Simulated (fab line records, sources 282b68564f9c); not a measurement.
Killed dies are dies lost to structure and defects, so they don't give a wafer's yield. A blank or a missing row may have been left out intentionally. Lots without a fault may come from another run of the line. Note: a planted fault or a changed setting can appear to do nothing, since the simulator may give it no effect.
fab line records | flow rit-cmos
record lots=15 | wafers=45 | last-day=8
route steps=202 shown PWELL@42
lots that met no fault: taken from a fault-free run of the same line
start-h: hours from the record's opening day to when the first of the lot's shown wafers began | wait-h: hours from the lot's prior step to this one | " the same as in the row above | L1.1+2: one row covering several wafers at once | - no value, or no start given | * or withheld: withheld | < > ~ a bound
route shown NAME@n: names a module that has steps shown in the file, with the first one's number in the route | usual: average and standard deviation across the fault-free wafers | same: alike in all rows | chamber/n: place in a boat | sites: readings site by site | _std_site: their standard deviation | _edge_site: the outer-site mean with the inner-site mean subtracted | radius-mm: how far each site lies from the wafer's centre | mask NAME#n: copy n | behind: the tool/chamber that last shaped the wafer | hold: cause of the lot's hold/its duration in hours/its outcome | device: transistor that didn't switch, given as n, p or np | end of line: the same wafers' tests at the end of the route | a step without rows: its recipe alone | killed: not the wafer's yield, but the dies lost to structure and defects at the first sort | map: a wafer's dies, marking killed ones x, the rest . and places with no die _
set.NAME: the setting as run; set.NAME@STEP: as run at that earlier step | model.NAME: the simulator's own value behind a step, which no gauge read
steps of the route over a sample of lots; a table a step, a row a wafer
services: a tool's chamber out of use, with start hour (start-h, from the record's first day; less than 0 if before it), hours out, and reason
## steps
# step RIT_PWELL_EXPOSE_03
# recipe mask-id=M3 | na=0.57 | target-cd-nm=43700 | dose-mj=250
# usual exposure-dose-mJ-cm2=250.05/0.23 | focus-offset-nm=0.1/0.48
lot.wafer | tool             | chamber | start-h | wait-h | mask | exposure-dose-mJ-cm2 | focus-offset-nm
L227.2    | iline-stepper-01 | 0       | 34.39   | 0.1    | M3#0 | 250.16               | 0.1
L227.3    | "                | 0       | "       | "      | M3#0 | 249.97               | -0.7
L227.6    | "                | 0       | "       | "      | M3#0 | 250.30               | -0.1
L228.4    | iline-stepper-02 | 0       | 38.61   | 0.2    | M3#0 | 250.71               | -0.6
L228.5    | "                | 0       | "       | "      | M3#0 | 250.09               | -0.9
L228.6    | "                | 0       | "       | "      | M3#0 | 249.97               | -0.3
L229.2    | iline-stepper-01 | 0       | 42.44   | 0.2    | M3#0 | 250.46               | 0.6
L229.5    | "                | 0       | "       | "      | M3#0 | 250.20               | 0.1
L229.6    | "                | 0       | "       | "      | M3#0 | 250.35               | -0.5
L230.2    | iline-stepper-02 | 0       | 50.16   | 0.2    | M3#0 | 250.22               | 0.3
L230.4    | "                | 0       | "       | "      | M3#0 | 249.83               | 0.1
L230.6    | "                | 0       | "       | "      | M3#0 | 249.77               | 0.0
L231.3    | iline-stepper-01 | 0       | 53.57   | 0.2    | M3#0 | 250.11               | -0.4
L231.4    | "                | 0       | "       | "      | M3#0 | 250.25               | -0.3
L231.6    | "                | 0       | "       | "      | M3#0 | 250.42               | 0.7
L232.1    | iline-stepper-02 | 0       | 58.41   | 0.2    | M3#0 | 250.49               | -0.1
L232.2    | "                | 0       | "       | "      | M3#0 | 250.18               | -0.2
L232.3    | "                | 0       | "       | "      | M3#0 | 249.85               | 1.2
L233.1    | iline-stepper-01 | 0       | 67.71   | 0.2    | M3#0 | 249.92               | 0.3
L233.2    | "                | 0       | "       | "      | M3#0 | 249.91               | 0.1
L233.6    | "                | 0       | "       | "      | M3#0 | 250.24               | 0.0
L241.2    | iline-stepper-02 | -       | 104.90  | 0.1    | M3#0 | -                    | -
L241.5    | "                | -       | "       | "      | M3#0 | -                    | -
L241.6    | "                | -       | "       | "      | M3#0 | -                    | -
L242.2    | iline-stepper-01 | -       | 115.90  | 4.5    | M3#0 | -                    | -
L242.3    | "                | -       | "       | "      | M3#0 | -                    | -
L242.5    | "                | -       | "       | "      | M3#0 | -                    | -
L243.2    | iline-stepper-02 | -       | 117.11  | 0.2    | M3#0 | -                    | -
L243.4    | "                | -       | "       | "      | M3#0 | -                    | -
L243.6    | "                | -       | "       | "      | M3#0 | -                    | -
L244.2    | iline-stepper-01 | 0       | 120.93  | 0.2    | M3#0 | 249.60               | -0.3
L244.4    | "                | 0       | "       | "      | M3#0 | 250.16               | 0.7
L244.5    | "                | 0       | "       | "      | M3#0 | 249.94               | -0.4
L245.1    | iline-stepper-01 | 0       | 134.94  | 0.1    | M3#0 | 250.19               | 0.4
L245.3    | "                | 0       | "       | "      | M3#0 | 250.47               | 0.7
L245.5    | "                | 0       | "       | "      | M3#0 | 250.38               | 0.2
L246.1    | iline-stepper-02 | 0       | 135.40  | 0.2    | M3#0 | 249.70               | -0.9
L246.3    | "                | 0       | "       | "      | M3#0 | 249.90               | -1.1
L246.4    | "                | 0       | "       | "      | M3#0 | 249.99               | -0.8
L247.1    | iline-stepper-01 | 0       | 149.17  | 0.2    | M3#0 | 249.98               | 0.0
L247.3    | "                | 0       | "       | "      | M3#0 | 250.39               | 0.0
L247.4    | "                | 0       | "       | "      | M3#0 | 249.98               | -0.7
L248.3    | iline-stepper-02 | 0       | 149.60  | 0.2    | M3#0 | 250.13               | -0.3
L248.4    | "                | 0       | "       | "      | M3#0 | 250.42               | 0.1
L248.5    | "                | 0       | "       | "      | M3#0 | 249.98               | -0.5
## services
tool             | chamber | start-h | hours | kind
iline-stepper-02 | -       | 16.33   | 21.4  | repair
iline-stepper-02 | 0       | 59.27   | -     | calibration
iline-stepper-01 | 0       | 60.40   | -     | calibration
iline-stepper-01 | -       | 111.55  | 2.7   | repair
## key
first-sign step=RIT_PWELL_EXPOSE_03 | reading=tool-record | direction=missing
effect none on later readings
met-at RIT_PWELL_EXPOSE_03
struck-lots L241,L242,L243
sort-left-out L241.2,L241.5,L241.6,L242.2,L242.3,L242.5,L243.2,L243.4,L243.6
tester-left-out L241,L242,L243
onset-between 67.71 104.90
fault kind=skipped-step-whole | tool=iline-stepper-01,iline-stepper-02 | chamber=- | onset-h=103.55 | steps=RIT_PWELL_EXPOSE_03 | scope=struck-lots-only
# tester-left-out: of these lots the tester's yield and bins aren't shown, on N5 and GAA mostly nor the transistor test; their killed dies are dies lost to structure and defects alone, not to doping, threshold or leakage, so they don't give the yield
# sort-left-out: the simulated sort isn't trusted on such a fault, so these wafers' sort isn't shown, and their yield isn't known
